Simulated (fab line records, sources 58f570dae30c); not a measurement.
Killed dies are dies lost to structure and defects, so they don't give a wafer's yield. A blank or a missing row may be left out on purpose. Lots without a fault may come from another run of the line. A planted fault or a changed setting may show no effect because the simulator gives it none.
Chamber matching | flow berkeley_cmos170 | UCB170_SPACER_ETCHBACK_03 on rie_diel-04: 4 sister chambers
The step etches SiO2 in CHF3/CF4/Ar, stops on Si, target depth 376 nm, time 100 s. 4 wafers are shown with their chamber, then 8 later ones without.

WAFERS WITH THEIR CHAMBER
wafer  | chamber | drypump_motor_current_A (A)
L081.6 | 2       | 5.8
L084.3 | 0       | 5.5
L088.6 | 3       | 4.8
L089.1 | 1       | 6.1

WAFERS WITHOUT THEIR CHAMBER
wafer  | drypump_motor_current_A (A)
L089.5 | 5.4
L089.6 | 5.7
L096.3 | 6.1
L096.4 | 5.5
L096.5 | 6.1
L097.2 | 5.5
L097.4 | 4.8
L097.6 | 5.5

WHICH CHAMBER EACH WENT THROUGH
wafer  | from the rows above | in truth
L089.5 | 0                   | 0
L089.6 | 2                   | 2
L096.3 | 1                   | 1
L096.4 | 0                   | 0
L096.5 | 1                   | 1
L097.2 | 0                   | 0
L097.4 | 3                   | 3
L097.6 | 0                   | 0
Placed correctly: 8 of 8. Can't be placed from these rows: 0. Placed wrongly: 0.
How it was worked out, from the rows above alone: a wafer's distance from a chamber is the root of the sum, over the readings, of the square of ((its reading less the chamber's mean) divided by the reading's scatter). The wafer belongs to the nearest chamber; if the next one is less than 2 further off, it can't be placed. A chamber's mean is the mean of its shown wafers. The scatter: with one shown wafer a chamber, the root of the mean of the squares of how far each hidden wafer lies from its nearest shown one.
